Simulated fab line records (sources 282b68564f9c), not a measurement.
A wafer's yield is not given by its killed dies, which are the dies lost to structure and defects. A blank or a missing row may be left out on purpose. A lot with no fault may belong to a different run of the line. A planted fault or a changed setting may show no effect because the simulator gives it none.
One fault seen from 2 desks    flow ritCmos    every desk sees just its own numbers, and what lay behind them comes last

## AT THE METROLOGY DESK
What the gauges read for every lot (on any tool): the sampled wafers with a number, averaged. If a lot's mean is further than 4 standard deviations from the usual mean, the lot is out of limits and carries the mark OUT (the distance appears in the brackets).
Columns: A = ACTIVE_NITRIDE_THK at RIT_ACTIVE_THK_MEAS_04, usual 150.4 nm; B = cdNm at RIT_ACTIVE_CD_MEAS_11, usual 1399.6 nm; C = FIELD_OXIDE_LEFT_1_THK at RIT_FOX2_THK_MEAS_90, usual 324 nm; D = PWELL_OVL at RIT_PWELL_OVL_MEAS_06, usual 0.2 nm; E = NSD_OVL at RIT_NSD_OVL_MEAS_06, usual 0.2 nm
lot   first seen here  A                B                  C    D     E
L273  day 1 14:27      150.7            1399.5             336  0.6   -1.9
L274  day 1 19:38      152.8            1401.8             331  0.3   0.8
L275  day 2 00:21      151.1            1401.3             329  -1.8  -1.0
L276  day 2 06:18      152.7            1399.0             328  0.8   -0.7
L277  day 2 09:42      149.4            1399.4             316  1.9   -0.5
L279  day 2 22:34      150.5            1400.3             311  2.8   -1.4
L280  day 3 00:35      151.8            1398.9             315  -0.4  -0.9
L281  day 3 05:32      150.1            1394.3             319  -0.1  -1.1
L282  day 3 12:05      149.1            1394.1             315  0.7   0.2
L284  day 3 22:05      151.4            1399.9             340  1.3   1.5
L285  day 4 01:32      148.7            1399.1             320  0.2   0.8
L287  day 4 12:18      131.6 (-13) OUT  1396.6             327  -1.0  0.2
L292  day 5 15:05      130.8 (-14) OUT  1381.3 (-7.3) OUT  327  -0.4  0.6
L296  day 6 09:35      150.1            1399.9             321  -0.9  0.4
This desk's finding: out of limits on L287, L292; first on L287, day 4 12:18 (ACTIVE_NITRIDE_THK at RIT_ACTIVE_THK_MEAS_04). In limits: L273, L274, L275, L276, L277, L279, L280, L281, L282, L284, L285, L296.

## FOR THE TOOL OWNER'S DESK: lpcvd-02
The tool's own readings at RIT_ACTIVE_CVD_03 (deposits Si3N4 from SiH2Cl2/NH3, target thk 150 nm, time 1500 s): means of the sampled wafers that have a number, for each lot that ran on this tool. If a lot's mean is further than 4 standard deviations from the usual mean, the lot is out of limits and carries the mark OUT (the distance appears in the brackets).
Columns: A = pressureMtorr at RIT_ACTIVE_CVD_03, usual 300.0 mTorr; B = zonePowerCentrePct at RIT_ACTIVE_CVD_03, usual 34.4 %; C = zonePowerSourcePct at RIT_ACTIVE_CVD_03, usual 21.6 %
lot   first seen here  A      B     C
L273  day 1 13:02      300.2  37.5  21.8
L275  day 1 22:56      300.0  31.1  20.8
L279  day 2 21:09      300.2  31.1  20.7
L282  day 3 10:39      299.5  31.2  20.4
L285  day 4 00:07      299.9  37.6  21.6
L287  day 4 10:52      299.9  37.7  21.5
L292  day 5 13:41      299.7  37.6  21.8
This desk found nothing out of limits on any of the 7 lots.

## BROUGHT TOGETHER
An alarm was possible from the metrology desk at day 4 12:18, on L287, L292.
The tool owner's desk saw nothing out of limits.
On record at the tool owner's desk: L287, L292, within its limits.
All the named lots went through RIT_ACTIVE_CVD_03 on lpcvd-02.

## WHAT THE SIMULATOR HAD PUT IN
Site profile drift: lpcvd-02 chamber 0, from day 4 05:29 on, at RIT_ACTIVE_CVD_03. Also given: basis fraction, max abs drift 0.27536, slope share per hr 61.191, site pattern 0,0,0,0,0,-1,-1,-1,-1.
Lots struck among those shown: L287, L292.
Per desk, hours elapsed from the start of the fault to the first reading out of limits: for the metrology desk, 7.
